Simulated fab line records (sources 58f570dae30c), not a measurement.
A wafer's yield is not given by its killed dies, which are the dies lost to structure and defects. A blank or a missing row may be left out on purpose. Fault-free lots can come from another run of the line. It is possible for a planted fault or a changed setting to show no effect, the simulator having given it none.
What tool caused it? || flow berkeleyCmos170 || 42 wafers from 14 lots sampled at 2 of the route's 331 steps

== WHAT THE GAUGES READ, wafer by wafer ==
UCB170_PWELL_THK_MEAS_06.
{"lot": "L779", "measured": "day 3 07:43", "on": "filmMetro-01", "PWELL_NITRIDE_THK (nm)": "222.7 224.4 222.6"}
{"lot": "L780", "measured": "day 3 07:46", "on": "filmMetro-04", "PWELL_NITRIDE_THK (nm)": "221.9 220.5 221.8"}
{"lot": "L782", "measured": "day 4 02:48", "on": "filmMetro-01", "PWELL_NITRIDE_THK (nm)": "219.1 220.5 218.8"}
{"lot": "L783", "measured": "day 4 02:48", "on": "filmMetro-02", "PWELL_NITRIDE_THK (nm)": "221.0 222.9 221.0"}
{"lot": "L786", "measured": "day 4 14:31", "on": "filmMetro-02", "PWELL_NITRIDE_THK (nm)": "221.7 222.9 221.8"}
{"lot": "L784", "measured": "day 4 14:31", "on": "filmMetro-01", "PWELL_NITRIDE_THK (nm)": "220.4 221.6 222.9"}
{"lot": "L789", "measured": "day 5 19:26", "on": "filmMetro-04", "PWELL_NITRIDE_THK (nm)": "223.4 225.0 222.5"}
{"lot": "L791", "measured": "day 6 00:46", "on": "filmMetro-01", "PWELL_NITRIDE_THK (nm)": "225.1 225.7 224.7"}
{"lot": "L792", "measured": "day 6 00:46", "on": "filmMetro-02", "PWELL_NITRIDE_THK (nm)": "222.0 222.1 219.9"}
{"lot": "L798", "measured": "day 6 20:21", "on": "filmMetro-02", "PWELL_NITRIDE_THK (nm)": "220.5 220.5 220.0"}
{"lot": "L795", "measured": "day 6 20:24", "on": "filmMetro-01", "PWELL_NITRIDE_THK (nm)": "220.8 221.2 221.3"}
{"lot": "L796", "measured": "day 6 20:24", "on": "filmMetro-04", "PWELL_NITRIDE_THK (nm)": "221.2 220.1 220.5"}
{"lot": "L799", "measured": "day 6 20:25", "on": "filmMetro-02", "PWELL_NITRIDE_THK (nm)": "219.6 220.7 219.5"}
{"lot": "L802", "measured": "day 7 22:53", "on": "filmMetro-02", "PWELL_NITRIDE_THK (nm)": "219.9 222.5 219.9"}

UCB170_ACTIVE_THK_MEAS_06.
{"lot": "L779", "measured": "day 5 00:35", "on": "filmMetro-01", "ACTIVE_NITRIDE_THK (nm)": "218.1 214.1 217.5"}
{"lot": "L780", "measured": "day 5 00:32", "on": "filmMetro-01", "ACTIVE_NITRIDE_THK (nm)": "218.2 219.8 220.5"}
{"lot": "L782", "measured": "day 5 15:20", "on": "filmMetro-01", "ACTIVE_NITRIDE_THK (nm)": "220.6 220.2 219.3"}
{"lot": "L783", "measured": "day 5 15:20", "on": "filmMetro-02", "ACTIVE_NITRIDE_THK (nm)": "221.2 222.2 221.2"}
{"lot": "L786", "measured": "day 5 22:52", "on": "filmMetro-01", "ACTIVE_NITRIDE_THK (nm)": "221.5 221.7 221.6"}
{"lot": "L784", "measured": "day 5 22:52", "on": "filmMetro-02", "ACTIVE_NITRIDE_THK (nm)": "223.0 224.8 223.6"}
{"lot": "L789", "measured": "day 7 04:59", "on": "filmMetro-01", "ACTIVE_NITRIDE_THK (nm)": "217.0 217.5 216.9"}
{"lot": "L791", "measured": "day 7 05:02", "on": "filmMetro-03", "ACTIVE_NITRIDE_THK (nm)": "221.7 221.2 220.8"}
{"lot": "L792", "measured": "day 7 05:02", "on": "filmMetro-02", "ACTIVE_NITRIDE_THK (nm)": "222.0 221.7 222.2"}
{"lot": "L798", "measured": "day 8 01:05", "on": "filmMetro-01", "ACTIVE_NITRIDE_THK (nm)": "218.5 214.8 218.3"}
{"lot": "L795", "measured": "day 8 12:13", "on": "filmMetro-01", "ACTIVE_NITRIDE_THK (nm)": "217.9 216.8 214.6"}
{"lot": "L796", "measured": "day 8 12:13", "on": "filmMetro-03", "ACTIVE_NITRIDE_THK (nm)": "219.5 217.2 219.3"}
{"lot": "L799", "measured": "day 8 01:09", "on": "filmMetro-01", "ACTIVE_NITRIDE_THK (nm)": "219.6 219.2 217.7"}
{"lot": "L802", "measured": "day 9 09:13", "on": "filmMetro-02", "ACTIVE_NITRIDE_THK (nm)": "217.4 219.3 218.4"}

== WHAT TOOL EACH LOT RAN ON (gives the tool, then ch and the chambers of the sampled wafers, and finally the start) ==
The record holds no process step before these readings.

== WHAT THE TOOLS THEMSELVES READ (means of the sampled wafers that have a number; where no wafer has one, the mark that the record gives instead) ==
The record holds no such reading with a usual standard deviation.

== THE ANSWER, worked out from the rows above alone ==
Rule: what is usual is taken from the lots themselves. The widest of any qualifying gaps counts: lots, ordered by their means at a reading, are off when they make up no more than a third of the lots, leave a main group of 4 or more, and stand apart from it by 3 or more times the standard deviation of that group's means. A main group whose means are all the same, to the digits that the tables above print for the reading, isn't used. A lot without any number at a reading at which 4 lots or more have one is off too. The other lots that the step has rows for count as sound. The gauges are gone through in route order, then the tools' own readings, and for those a lot's mean is taken as printed above. At the first step where some lot is off, the reading lying furthest off is the one used; lots without a number count as furthest.
No lot is off at any reading shown: from this, nothing can be told.

== WHAT WAS PUT IN BY THE SIMULATOR ==
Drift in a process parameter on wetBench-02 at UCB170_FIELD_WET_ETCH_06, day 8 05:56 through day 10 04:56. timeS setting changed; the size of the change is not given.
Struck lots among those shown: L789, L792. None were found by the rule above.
